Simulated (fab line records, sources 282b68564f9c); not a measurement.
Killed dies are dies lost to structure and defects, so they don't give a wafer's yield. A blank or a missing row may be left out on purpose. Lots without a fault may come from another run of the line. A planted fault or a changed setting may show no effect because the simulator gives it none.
fab line records | flow rit_cmos
record lots=13 wafers=39 last_day=6
route steps=202 shown ACTIVE@1 PWELL@48 GATE@83 M1@184
lots that met no fault: from a run of the same line without faults
start_h: hours from the record's first day to the start of the lot's first wafer shown | wait_h: hours since the lot's step before | " the same as in the row above | L1.1+2: a row that stands for several wafers | - no value, or no start given | * or withheld: withheld | < > ~ a bound
route shown NAME@n: a module of which the file shows steps, and the number in the route of the first | usual: mean/standard deviation of fault-free wafers | same: alike in all rows | chamber/n: place in a boat | sites: the reading at each site | _std_site: their standard deviation | _edge_site: outer sites' mean less inner sites' | radius_mm: how far each site lies from the wafer's centre | mask NAME#n: copy n | behind: the tool/chamber that last shaped the wafer | hold: why the lot was held/for how many hours/how that ended | device: the transistor (n, p or np) that didn't switch | end of line: the same wafers' tests at the end of the route | a step without rows: its recipe alone | killed: dies lost to structure and defects at the first sort, not the wafer's yield | map: a wafer's dies, x killed, . not, _ none there
set.NAME: the setting as run; set.NAME@STEP: as run at that earlier step | model.NAME: the simulator's own value behind a step, which no gauge read
steps of the route over a sample of lots; a table a step, a row a wafer
services: from which hour (start_h, from the record's first day; less than 0 if before it) a tool's chamber was out of use, for how many hours, and why
## steps
# step RIT_ACTIVE_BOW_MEAS_00
# recipe mode=bow
# usual INCOMING_BOW=1/6
# columns lot.wafer tool chamber start_h wait_h INCOMING_BOW[um]
L719.1 film_metro-04 - 10.00 - 3
L719.3 " - " " 1
L719.6 " - " " -4
L721.1 film_metro-04 - 20.00 - 3
L721.5 " - " " 4
L721.6 " - " " 3
L725.1 film_metro-01 - 40.00 - -6
L725.5 " - " " -8
L725.6 " - " " 1
L726.1 film_metro-01 - 45.00 - 5
L726.4 " - " " -3
L726.5 " - " " 4
L727.3 film_metro-02 - 50.04 - -7
L727.4 " - " " 13
L727.6 " - " " 5
L728.1 film_metro-02 - 55.00 - 2
L728.2 " - " " 3
L728.4 " - " " 2
L730.2 film_metro-01 - 65.02 - -2
L730.3 " - " " -3
L730.5 " - " " -10
L731.1 film_metro-02 - 70.00 - 1
L731.4 " - " " -1
L731.6 " - " " 0
L732.4 film_metro-01 - 75.06 - -6
L732.5 " - " " -5
L732.6 " - " " -3
L734.3 film_metro-02 - 85.04 - -4
L734.4 " - " " 3
L734.5 " - " " 4
L735.1 film_metro-01 - 90.00 - -2
L735.4 " - " " 8
L735.6 " - " " 4
L737.2 film_metro-02 - 100.02 - 7
L737.5 " - " " 7
L737.6 " - " " 3
L738.4 film_metro-04 - 105.06 - 3
L738.5 " - " " 4
L738.6 " - " " -1
# step RIT_PWELL_STRIP_09
# recipe chemistry=O2 time_s=180 resist=NOVOLAK platen_temp_c=withheld power_w=500 pressure_mtorr=4000 o2_flow_sccm=4000
# usual drypump_motor_current_A=5.5/0.39
# columns lot.wafer tool chamber start_h wait_h drypump_motor_current_A rf_hours_counter_h
L719.1 plasma_asher-03 1 24.22 0.1 5.4 18
L719.3 " 1 " " 5.4 -
L719.6 " 1 " " 5.4 -
L721.1 plasma_asher-02 1 34.33 0.1 5.3 42
L721.5 " 0 " " 6.2 -
L721.6 " 1 " " 5.3 -
L725.1 plasma_asher-02 0 53.93 0.1 6.2 44
L725.5 " 1 " " 5.3 -
L725.6 " 0 " " 6.2 -
L726.1 plasma_asher-04 1 58.48 0.1 6.1 41
L726.4 " 1 " " 6.0 -
L726.5 " 1 " " 6.0 -
L727.3 plasma_asher-02 0 64.72 0.1 6.2 -
L727.4 " 1 " " 5.3 -
L727.6 " 1 " " 5.3 -
L728.1 plasma_asher-03 1 72.83 0.1 5.4 23
L728.2 " 0 " " 5.2 23
L728.4 " 0 " " 5.1 -
L730.2 plasma_asher-02 1 78.54 0.1 5.3 46
L730.3 " 1 " " 5.2 -
L730.5 " 1 " " 5.2 -
L731.1 plasma_asher-03 0 84.17 0.1 5.2 25
L731.4 " 1 " " 5.4 -
L731.6 " 0 " " 5.1 -
L732.4 plasma_asher-03 0 89.04 0.1 5.2 -
L732.5 " 1 " " 5.4 -
L732.6 " 0 " " 5.1 -
L734.3 plasma_asher-02 0 98.87 0.1 6.2 -
L734.4 " 1 " " 5.2 -
L734.5 " 1 " " 5.3 -
L735.1 plasma_asher-04 1 104.09 0.1 6.0 45
L735.4 " 0 " " 5.3 -
L735.6 " 0 " " 5.3 -
L737.2 plasma_asher-04 0 116.63 0.1 5.3 47
L737.5 " 0 " " 5.3 -
L737.6 " 1 " " 6.0 -
L738.4 plasma_asher-03 1 119.14 0.1 5.4 -
L738.5 " 0 " " 5.2 -
L738.6 " 1 " " 5.4 -
# step RIT_GATE_THK_MEAS_07
# recipe reads=SiO2_of_GATE_OXIDATION_05
# usual GATE_OXIDE_THK=3.01/0.068
# columns lot.wafer tool chamber start_h wait_h GATE_OXIDE_THK[nm]
L719.1 film_metro-02 - 38.33 0.0 2.98
L719.3 " - " " 2.93
L719.6 " - " " 3.06
L721.1 film_metro-03 - 48.23 0.0 2.98
L721.5 " - " " 2.96
L721.6 " - " " 2.99
L725.1 film_metro-03 - 65.51 0.0 2.92
L725.5 " - " " 2.92
L725.6 " - " " 2.93
L726.1 film_metro-03 - 69.24 0.0 3.01
L726.4 " - " " 2.98
L726.5 " - " " 3.02
L727.3 film_metro-03 - 76.16 0.0 3.02
L727.4 " - " " 3.04
L727.6 " - " " 3.13
L728.1 film_metro-04 - 84.81 0.0 2.97
L728.2 " - " " 3.07
L728.4 " - " " 3.00
L730.2 film_metro-04 - 89.43 0.0 3.03
L730.3 " - " " 3.05
L730.5 " - " " 2.92
L731.1 film_metro-02 - 97.86 0.0 3.10
L731.4 " - " " 3.02
L731.6 " - " " 3.02
L732.4 film_metro-04 - 99.96 0.0 2.97
L732.5 " - " " 2.98
L732.6 " - " " 2.92
L734.3 film_metro-02 - 111.96 0.0 2.94
L734.4 " - " " 3.07
L734.5 " - " " 3.07
L735.1 film_metro-03 - 116.05 0.0 2.95
L735.4 " - " " 2.96
L735.6 " - " " 2.93
L737.2 film_metro-04 - 128.56 0.0 3.03
L737.5 " - " " 3.07
L737.6 " - " " 3.06
L738.4 film_metro-04 - 130.70 0.0 2.99
L738.5 " - " " 2.94
L738.6 " - " " 2.99
# step RIT_M1_SPUTTER_00
# recipe material=Al target_thk_nm=400 power_w=2000 chamber_pressure_pa=0.4 gas=Ar time_s=500 substrate_temp_c=25
# usual throttle_valve_pct=29.9/0.89
# columns lot.wafer tool chamber start_h wait_h throttle_valve_pct
L719.1 pvd_sputter-04 - 57.23 0.0 31.5
L719.3 " - " " 29.5
L719.6 " - " " 31.2
L721.1 pvd_sputter-04 - 69.03 0.0 30.0
L721.5 " - " " 30.1
L721.6 " - " " 31.1
L725.1 pvd_sputter-04 - 84.73 0.0 29.6
L725.5 " - " " 29.5
L725.6 " - " " 30.3
L726.1 pvd_sputter-01 - 88.55 0.0 28.7
L726.4 " - " " 28.5
L726.5 " - " " 28.8
L727.3 pvd_sputter-04 - 97.32 0.0 30.0
L727.4 " - " " 29.6
L727.6 " - " " 29.8
L728.1 pvd_sputter-01 - 105.05 0.0 30.1
L728.2 " - " " 28.6
L728.4 " - " " 28.4
L730.2 pvd_sputter-02 - 110.28 0.0 29.2
L730.3 " - " " 29.8
L730.5 " - " " 30.6
L731.1 pvd_sputter-04 - 117.67 0.0 29.7
L731.4 " - " " 31.0
L731.6 " - " " 29.7
L732.4 pvd_sputter-02 - 121.56 0.0 29.8
L732.5 " - " " 29.9
L732.6 " - " " 29.2
L734.3 pvd_sputter-01 - 131.15 0.0 28.7
L734.4 " - " " 28.3
L734.5 " - " " 28.6
L735.1 pvd_sputter-04 - 136.71 0.0 28.9
L735.4 " - " " 31.3
L735.6 " - " " 31.1
L737.2 pvd_sputter-04 - 148.45 0.0 29.5
L737.5 " - " " 29.0
L737.6 " - " " 31.4
L738.4 pvd_sputter-01 - 150.43 0.0 28.4
L738.5 " - " " 28.6
L738.6 " - " " 30.4
# step RIT_M1_RS_MEAS_01
# recipe thk_meas_gauge=four-point-probe reads=Al_of_M1_SPUTTER_00
# usual M1_AL_RS=0.0729/0.00083
# columns lot.wafer tool chamber start_h wait_h M1_AL_RS[ohm/sq]
L719.1 film_metro-02 - 57.52 0.1 0.0737
L719.3 " - " " 0.0724
L719.6 " - " " 0.0728
L721.1 film_metro-01 - 69.32 0.1 0.0731
L721.5 " - " " 0.0729
L721.6 " - " " 0.0733
L725.1 film_metro-01 - 85.03 0.1 0.0715
L725.5 " - " " 0.0723
L725.6 " - " " 0.0738
L726.1 film_metro-04 - 88.84 0.1 0.0747
L726.4 " - " " 0.0736
L726.5 " - " " 0.0739
L727.3 film_metro-04 - 97.65 0.2 0.0741
L727.4 " - " " 0.0729
L727.6 " - " " 0.0725
L728.1 film_metro-01 - 105.34 0.1 0.0732
L728.2 " - " " 0.0732
L728.4 " - " " 0.0731
L730.2 film_metro-04 - 110.59 0.2 0.0729
L730.3 " - " " 0.0728
L730.5 " - " " 0.0725
L731.1 film_metro-02 - 117.97 0.1 0.0711
L731.4 " - " " 0.0725
L731.6 " - " " 0.0714
L732.4 film_metro-04 - 121.91 0.2 0.0736
L732.5 " - " " 0.0733
L732.6 " - " " 0.0729
L734.3 film_metro-04 - 131.49 0.2 0.0741
L734.4 " - " " 0.0732
L734.5 " - " " 0.0739
L735.1 film_metro-02 - 137.00 0.1 0.0722
L735.4 " - " " 0.0424
L735.6 " - " " 0.0424
L737.2 film_metro-02 - 148.76 0.2 0.0720
L737.5 " - " " 0.0727
L737.6 " - " " 0.0423
L738.4 film_metro-01 - 150.79 0.2 0.0737
L738.5 " - " " 0.0739
L738.6 " - " " 0.0732
# step RIT_M1_THK_MEAS_02
# recipe thk_meas_gauge=xrf reads=Al_of_M1_SPUTTER_00
# usual M1_AL_THK=401/6
# columns lot.wafer tool chamber start_h wait_h M1_AL_THK[nm]
L719.1 film_metro-02 - 57.64 0.1 399
L719.3 " - " " 405
L719.6 " - " " 405
L721.1 film_metro-01 - 69.44 0.1 395
L721.5 " - " " 396
L721.6 " - " " 390
L725.1 film_metro-01 - 85.15 0.1 402
L725.5 " - " " 400
L725.6 " - " " 391
L726.1 film_metro-04 - 88.96 0.1 391
L726.4 " - " " 396
L726.5 " - " " 394
L727.3 film_metro-04 - 97.75 0.1 391
L727.4 " - " " 399
L727.6 " - " " 399
L728.1 film_metro-01 - 105.46 0.1 394
L728.2 " - " " 397
L728.4 " - " " 399
L730.2 film_metro-04 - 110.70 0.1 398
L730.3 " - " " 401
L730.5 " - " " 400
L731.1 film_metro-02 - 118.09 0.1 414
L731.4 " - " " 406
L731.6 " - " " 411
L732.4 film_metro-04 - 122.00 0.1 396
L732.5 " - " " 398
L732.6 " - " " 398
L734.3 film_metro-04 - 131.59 0.1 394
L734.4 " - " " 397
L734.5 " - " " 392
L735.1 film_metro-02 - 137.12 0.1 412
L735.4 " - " " 690
L735.6 " - " " 690
L737.2 film_metro-02 - 148.87 0.1 410
L737.5 " - " " 404
L737.6 " - " " 688
L738.4 film_metro-01 - 150.88 0.1 395
L738.5 " - " " 392
L738.6 " - " " 398
# step RIT_M1_METAL_ETCH_12
# recipe stop_on=SiO2 chemistry=Cl2/BCl3 target=Al time_s=165 over_etch_frac=0.5 pressure_mtorr=100 target_depth_a=6000 rf_w=250 Cl2_flow_sccm=60 bcl3_flow_sccm=50
# usual drypump_motor_current_A=5.9/0.57 oes_product_au=0.787/0.01 throttle_valve_pct=8.33/0.088
# same over_etch_frac=0.5
# columns lot.wafer tool chamber start_h wait_h drypump_motor_current_A oes_product_au rf_hours_counter_h throttle_valve_pct
L719.1 rie_metal-03 0 59.27 0.2 6.6 0.788 38 8.38
L719.3 " 1 " " 4.9 0.788 - 8.25
L719.6 " 1 " " 4.9 0.800 - 8.28
L721.1 rie_metal-02 1 71.06 0.2 5.7 0.798 3 8.25
L721.5 " 1 " " 5.7 0.791 - 8.26
L721.6 " 1 " " 5.7 0.790 - 8.26
L725.1 rie_metal-03 1 86.74 0.2 4.9 0.800 35 8.25
L725.5 " 1 " " 4.9 0.793 - 8.25
L725.6 " 0 " " 6.6 0.791 - 8.38
L726.1 rie_metal-04 0 90.31 0.2 6.0 0.772 4 8.50
L726.4 " 0 " " 6.0 0.776 - 8.50
L726.5 " 1 " " 6.5 0.782 - 8.34
L727.3 rie_metal-02 1 99.31 0.2 5.7 0.788 - 8.25
L727.4 " 1 " " 5.7 0.791 - 8.26
L727.6 " 1 " " 5.7 0.798 - 8.27
L728.1 rie_metal-03 0 106.95 0.2 6.5 0.795 38 8.37
L728.2 " 1 " " 4.9 0.784 35 8.27
L728.4 " 1 " " 4.9 0.793 - 8.27
L730.2 rie_metal-02 1 112.22 0.2 5.7 0.788 - 8.26
L730.3 " 1 " " 5.7 0.791 - 8.25
L730.5 " 1 " " 5.7 0.783 - 8.27
L731.1 rie_metal-03 0 119.56 0.2 6.5 0.807 38 8.38
L731.4 " 1 " " 4.9 0.792 - 8.25
L731.6 " 1 " " 4.9 0.801 - 8.27
L732.4 rie_metal-04 1 123.37 0.1 6.5 0.779 - 8.30
L732.5 " 0 " " 6.0 0.780 - 8.49
L732.6 " 1 " " 6.5 0.783 - 8.30
L734.3 rie_metal-03 0 133.09 0.2 6.5 0.787 - 8.37
L734.4 " 1 " " 4.9 0.787 - 8.27
L734.5 " 0 " " 6.5 0.787 - 8.37
L735.1 rie_metal-04 0 138.47 0.2 5.9 0.781 5 8.49
L735.4 " 0 " " 6.0 0.993 - 8.47
L735.6 " 1 " " 6.5 1.017 - 8.28
L737.2 rie_metal-04 1 150.30 0.2 6.6 0.794 5 8.31
L737.5 " 1 " " 6.5 0.788 - 8.30
L737.6 " 0 " " 5.9 0.992 - 8.46
L738.4 rie_metal-02 1 152.37 0.1 5.7 0.786 - 8.25
L738.5 " 0 " " 5.6 0.759 - 8.37
L738.6 " 1 " " 5.7 0.784 - 8.26
# step RIT_M1_PROBE_99
# usual defect_limited_yield=97.4/1.2 killed_at_M0_to_M3=0.0/0.18 killed_at_contacts=0.1/0.32 killed_at_front_end=7/3 killed_dies=7/3.1 killed_on_rim=1.9/1.5 killed_open=3.3/1.8 killed_short=3.6/2 sort_bin_3_pad_short=0.1/0.22 sort_bin_5_function=1.4/0.84 sort_bin_6_memory=1.0/0.67 sort_n_pass=257/3.1 sort_yield_pct=97.4/1.2
# same gross_dies=264 killed_at_M4_up=0 killed_at_back_side=0 killed_at_other=0
# columns lot.wafer tool chamber start_h wait_h defect_limited_yield[%] killed_at_M0_to_M3 killed_at_contacts killed_at_front_end killed_dies killed_on_rim killed_open killed_short sort_bin_3_pad_short[%] sort_bin_5_function[%] sort_bin_6_memory[%] sort_n_pass sort_yield_pct[%]
L719.1 prober-01 - 61.54 0.1 98.5 0 0 4 4 1 3 1 0 0.8 0.8 260 98.5
L719.3 prober-01 - 61.64 0.2 96.2 0 1 9 10 2 6 4 0 2.3 1.5 254 96.2
L719.6 prober-01 - 61.79 0.2 95.5 0 0 12 12 3 4 8 0 2.7 1.9 252 95.5
L721.1 prober-01 - 73.47 0.1 97.3 0 0 7 7 1 4 3 0 1.5 1.1 257 97.3
L721.5 prober-01 - 73.67 0.2 95.5 0 0 12 12 2 6 6 0 3.4 1.1 252 95.5
L721.6 prober-01 - 73.72 0.2 96.6 0 0 9 9 1 5 4 0 1.5 1.9 255 96.6
L725.1 prober-01 - 88.99 0.1 97.7 0 0 6 6 2 1 5 0 1.5 0.8 258 97.7
L725.5 prober-01 - 89.19 0.2 99.2 0 0 2 2 0 0 2 0 0.4 0.4 262 99.2
L725.6 prober-01 - 89.24 0.2 98.9 0 0 3 3 1 1 2 0 0.8 0.4 261 98.9
L726.1 prober-02 - 92.56 0.1 96.6 0 0 9 9 2 3 6 0 1.5 1.9 255 96.6
L726.4 prober-02 - 92.71 0.2 97.0 0 0 8 8 2 5 3 0.8 0.4 1.9 256 97.0
L726.5 prober-02 - 92.76 0.2 97.3 0 0 7 7 1 4 3 0 1.5 1.1 257 97.3
L727.3 prober-01 - 101.73 0.2 98.5 1 0 3 4 2 2 1 0 1.1 0.4 260 98.5
L727.4 prober-01 - 101.78 0.2 97.0 0 0 8 8 4 5 3 0 2.3 0.8 256 97.0
L727.6 prober-01 - 101.88 0.2 96.6 0 0 9 9 3 5 4 0 1.9 1.5 255 96.6
L728.1 prober-02 - 109.38 0.1 96.2 0 1 9 10 1 4 6 0.4 1.1 2.3 254 96.2
L728.2 prober-02 - 109.43 0.1 95.8 0 0 11 11 2 7 4 0 2.3 1.9 253 95.8
L728.4 prober-02 - 109.53 0.2 97.0 0 0 8 8 2 5 3 0 1.1 1.9 256 97.0
L730.2 prober-02 - 114.63 0.1 98.1 0 0 5 5 4 3 2 0 0 1.9 259 98.1
L730.3 prober-02 - 114.68 0.2 98.1 0 1 4 5 3 4 1 0 0.4 1.5 259 98.1
L730.5 prober-02 - 114.78 0.2 97.7 0 0 6 6 0 3 3 0 0.4 1.9 258 97.7
L731.1 prober-01 - 121.81 0.1 98.5 0 0 4 4 2 2 2 0.4 0.8 0.4 260 98.5
L731.4 prober-01 - 121.96 0.2 94.7 0 0 14 14 5 9 5 0 2.3 3.0 250 94.7
L731.6 prober-01 - 122.06 0.2 96.6 0 0 9 9 4 5 4 0 2.3 1.1 255 96.6
L732.4 prober-02 - 125.72 0.2 97.7 0 0 6 6 1 3 3 0 0.8 1.5 258 97.7
L732.5 prober-02 - 125.77 0.2 95.5 0 2 10 12 3 7 5 0 3.0 1.5 252 95.5
L732.6 prober-02 - 125.82 0.2 95.5 0 0 12 12 4 3 9 0.4 2.7 1.5 252 95.5
L734.3 prober-02 - 135.41 0.2 95.8 0 0 11 11 3 8 3 0 3.0 1.1 253 95.8
L734.4 prober-02 - 135.46 0.2 97.7 0 0 6 6 2 4 2 0 1.1 1.1 258 97.7
L734.5 prober-02 - 135.51 0.2 98.9 0 0 3 3 1 2 1 0 0.8 0.4 261 98.9
L735.1 prober-01 - 140.73 0.1 97.7 0 0 6 6 2 2 4 0.8 1.1 0.4 258 97.7
L735.4 prober-01 - 140.88 0.2 0 260 0 4 264 70 2 2 0 99.6 0.4 0 0
L735.6 prober-01 - 140.98 0.2 0 258 0 6 264 70 5 1 0 99.6 0.4 0 0
L737.2 prober-01 - 152.62 0.1 97.0 0 0 8 8 5 2 6 0.4 1.9 0.8 256 97.0
L737.5 prober-01 - 152.77 0.2 98.9 0 0 3 3 2 2 1 0 0.8 0.4 261 98.9
L737.6 prober-01 - 152.82 0.2 0 257 0 7 264 70 3 4 0 99.6 0.4 0 0
L738.4 prober-02 - 154.74 0.2 98.1 0 0 5 5 2 2 3 0 1.1 0.8 259 98.1
L738.5 prober-02 - 154.79 0.2 98.5 0 0 4 4 2 1 3 0 1.5 0 260 98.5
L738.6 prober-02 - 154.84 0.2 97.3 0 0 7 7 3 3 4 0 1.9 0.8 257 97.3
# killed by level:class
L719.1 SPACER:geometric_particle:open=2 GATE:geometric_particle:open=1 SPACER:geometric_particle:short=1
L719.3 FOX1:geometric_particle:open=2 SILICIDE:geometric_particle:open=2 GATE:geometric_particle:short=2 FOX1:geometric_particle:short=1 REOX:geometric_particle:short=1 SPACER:geometric_particle:open=1 CONTACT:geometric_particle:open=1
L719.6 GATE:geometric_particle:short=5 FOX1:geometric_particle:short=2 FOX2:geometric_particle:short=1 FOX2:geometric_particle:open=1 GATE:geometric_particle:open=1 REOX:geometric_particle:open=1 SPACER:geometric_particle:open=1
L721.1 FOX1:geometric_particle:open=1 FOX2:geometric_particle:open=1 GATE:geometric_particle:short=1 REOX:geometric_particle:short=1 REOX:geometric_particle:open=1 SPACER:geometric_particle:open=1 SILICIDE:geometric_particle:short=1
L721.5 SPACER:geometric_particle:open=3 GATE:geometric_particle:open=2 SPACER:geometric_particle:short=2 FOX1:geometric_particle:short=1 GATE:geometric_particle:short=1 REOX:geometric_particle:short=1 SILICIDE:geometric_particle:open=1 SILICIDE:geometric_particle:short=1
L721.6 GATE:geometric_particle:open=4 REOX:geometric_particle:short=3 SPACER:geometric_particle:open=1 SPACER:geometric_particle:short=1
L725.1 GATE:geometric_particle:short=5 GATE:geometric_particle:open=1
L725.5 GATE:geometric_particle:short=2
L725.6 FOX1:geometric_particle:short=1 GATE:geometric_particle:short=1 REOX:geometric_particle:open=1
L726.1 GATE:geometric_particle:open=2 REOX:geometric_particle:short=2 SPACER:geometric_particle:short=2 FOX1:geometric_particle:short=1 GATE:geometric_particle:short=1 REOX:geometric_particle:open=1
L726.4 SPACER:geometric_particle:open=2 FOX2:geometric_particle:short=1 FOX2:geometric_particle:open=1 GATE:geometric_particle:open=1 GATE:geometric_particle:short=1 REOX:geometric_particle:open=1 SILICIDE:geometric_particle:short=1
L726.5 GATE:geometric_particle:short=2 FOX1:geometric_particle:open=1 FOX1:geometric_particle:short=1 FOX2:geometric_particle:open=1 GATE:geometric_particle:open=1 REOX:geometric_particle:open=1
L727.3 GATE:geometric_particle:open=1 REOX:geometric_particle:open=1 SILICIDE:geometric_particle:short=1 M1:coat_microbubble_printed=1
L727.4 GATE:geometric_particle:open=3 FOX1:geometric_particle:short=2 FOX1:geometric_particle:open=2 REOX:geometric_particle:short=1
L727.6 GATE:geometric_particle:open=4 SILICIDE:geometric_particle:short=3 GATE:geometric_particle:short=1 SILICIDE:geometric_particle:open=1
L728.1 SPACER:geometric_particle:short=3 FOX2:geometric_particle:open=2 FOX2:geometric_particle:short=1 GATE:geometric_particle:open=1 GATE:geometric_particle:short=1 REOX:geometric_particle:open=1 CONTACT:geometric_particle:short=1
L728.2 SPACER:geometric_particle:open=4 GATE:geometric_particle:short=2 FOX2:geometric_particle:open=1 FOX2:geometric_particle:short=1 GATE:geometric_particle:open=1 SPACER:geometric_particle:short=1 SILICIDE:geometric_particle:open=1
L728.4 SPACER:geometric_particle:open=3 GATE:geometric_particle:open=2 GATE:geometric_particle:short=2 SPACER:geometric_particle:short=1
L730.2 GATE:geometric_particle:open=2 SPACER:geometric_particle:short=1 SILICIDE:geometric_particle:open=1 SILICIDE:geometric_particle:short=1
L730.3 GATE:geometric_particle:open=2 FOX1:geometric_particle:open=1 GATE:geometric_particle:short=1 CONTACT:geometric_particle:open=1
L730.5 GATE:geometric_particle:open=2 FOX1:geometric_particle:short=1 FOX1:geometric_particle:open=1 GATE:geometric_particle:short=1 SILICIDE:geometric_particle:short=1
L731.1 FOX1:geometric_particle:short=1 FOX1:geometric_particle:open=1 GATE:geometric_particle:short=1 GATE:geometric_particle:open=1
L731.4 SILICIDE:geometric_particle:open=5 GATE:geometric_particle:open=2 SILICIDE:geometric_particle:short=2 FOX1:geometric_particle:short=1 REOX:geometric_particle:open=1 REOX:geometric_particle:short=1 SPACER:geometric_particle:open=1 SPACER:geometric_particle:short=1
L731.6 FOX2:geometric_particle:open=2 GATE:geometric_particle:open=2 FOX1:geometric_particle:short=1 GATE:geometric_particle:short=1 REOX:geometric_particle:open=1 REOX:geometric_particle:short=1 SPACER:geometric_particle:short=1
L732.4 FOX1:geometric_particle:open=3 FOX1:geometric_particle:short=2 SILICIDE:geometric_particle:short=1
L732.5 GATE:geometric_particle:open=2 SILICIDE:geometric_particle:open=2 CONTACT:geometric_particle:short=2 FOX1:geometric_particle:open=1 FOX1:geometric_particle:short=1 FOX2:geometric_particle:open=1 SPACER:geometric_particle:open=1 SPACER:geometric_particle:short=1
L732.6 SILICIDE:geometric_particle:short=4 GATE:geometric_particle:open=2 FOX1:geometric_particle:open=1 FOX1:geometric_particle:short=1 FOX2:geometric_particle:short=1 GATE:geometric_particle:short=1 REOX:geometric_particle:short=1 SPACER:geometric_particle:short=1
L734.3 SILICIDE:geometric_particle:open=5 SILICIDE:geometric_particle:short=2 FOX1:geometric_particle:open=1 FOX2:geometric_particle:open=1 GATE:geometric_particle:open=1 SPACER:geometric_particle:short=1
L734.4 REOX:geometric_particle:open=2 FOX1:geometric_particle:open=1 FOX1:geometric_particle:short=1 GATE:geometric_particle:short=1 SPACER:geometric_particle:open=1
L734.5 FOX1:geometric_particle:open=1 GATE:geometric_particle:short=1 SPACER:geometric_particle:open=1
L735.1 FOX1:geometric_particle:open=1 GATE:geometric_particle:short=1 SPACER:geometric_particle:open=1 REOX:geometric_particle:short=1 SPACER:geometric_particle:short=1 SILICIDE:geometric_particle:short=1
L735.4 M1:area_etch=260 FOX1:geometric_particle:open=1 FOX2:geometric_particle:short=1 GATE:geometric_particle:open=1 GATE:geometric_particle:short=1
L735.6 M1:area_etch=258 SPACER:geometric_particle:open=3 GATE:geometric_particle:open=1 REOX:geometric_particle:short=1 SILICIDE:geometric_particle:open=1
L737.2 FOX1:geometric_particle:short=2 GATE:geometric_particle:open=2 SPACER:geometric_particle:short=2 FOX2:geometric_particle:short=1 GATE:geometric_particle:short=1
L737.5 SPACER:geometric_particle:open=2 SPACER:geometric_particle:short=1
L737.6 M1:area_etch=257 FOX1:geometric_particle:short=2 FOX1:geometric_particle:open=1 FOX2:geometric_particle:open=1 GATE:geometric_particle:open=1 REOX:geometric_particle:short=1 SPACER:geometric_particle:short=1
L738.4 GATE:geometric_particle:short=3 FOX1:geometric_particle:open=1 REOX:geometric_particle:open=1
L738.5 FOX1:geometric_particle:short=1 GATE:geometric_particle:short=1 GATE:geometric_particle:open=1 SILICIDE:geometric_particle:short=1
L738.6 GATE:geometric_particle:short=2 FOX1:geometric_particle:short=1 FOX1:geometric_particle:open=1 GATE:geometric_particle:open=1 REOX:geometric_particle:open=1 SPACER:geometric_particle:short=1
## services
# columns tool chamber start_h hours kind
pvd_sputter-01 - 2.30 2.4 repair
pvd_sputter-01 - 32.28 5.3 repair
rie_metal-02 0 46.48 102.1 repair
plasma_asher-04 - 66.74 3.4 repair
pvd_sputter-02 - 69.07 2.4 repair
pvd_sputter-02 - 94.72 1.7 repair
plasma_asher-03 - 107.98 6.8 repair
plasma_asher-02 - 108.75 9.0 pm
plasma_asher-02 0 108.75 9.0 vent_cycle
plasma_asher-02 1 108.75 9.0 vent_cycle
plasma_asher-02 0 117.75 - clean
plasma_asher-02 1 117.75 - clean
rie_metal-03 - 136.12 20.0 pm
rie_metal-03 0 136.12 20.0 vent_cycle
rie_metal-03 1 136.12 20.0 vent_cycle
## key
first_sign step=RIT_M1_RS_MEAS_01 reading=M1_AL_RS direction=down sigmas=37 usual=0.0729 struck=0.0424
effect step=RIT_M1_THK_MEAS_02 reading=M1_AL_THK direction=up sigmas=48 usual=401 struck=689
effect step=RIT_M1_METAL_ETCH_12 reading=oes_product_au direction=up sigmas=21 usual=0.787 struck=1.001
effect step=RIT_M1_PROBE_99 reading=killed_at_M0_to_M3 direction=up sigmas=99+ usual=0.0 struck=258.3
more_kills_born_at RIT_M1_METAL_ETCH_12@rie_metal-04=775
met_at RIT_M1_SPUTTER_00
struck_lots L735,L737
struck_wafers L735.4,L735.6,L737.6
later_rows_left_out L735.4,L735.6,L737.6
not_acting_at RIT_ACTIVE_BOW_MEAS_00,RIT_PWELL_STRIP_09,RIT_GATE_THK_MEAS_07
onset_between 117.67 136.71
fault kind=process_parameter_drift tool=pvd_sputter-04 chamber=- onset_h=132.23 steps=RIT_M1_SPUTTER_00 channel=time_s offset=* shape=step end_h=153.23 stated=* scope=struck_wafers_only
# later_rows_left_out: the simulator's readings of these wafers behind a module that went badly wrong aren't trusted and aren't shown, but for the sort
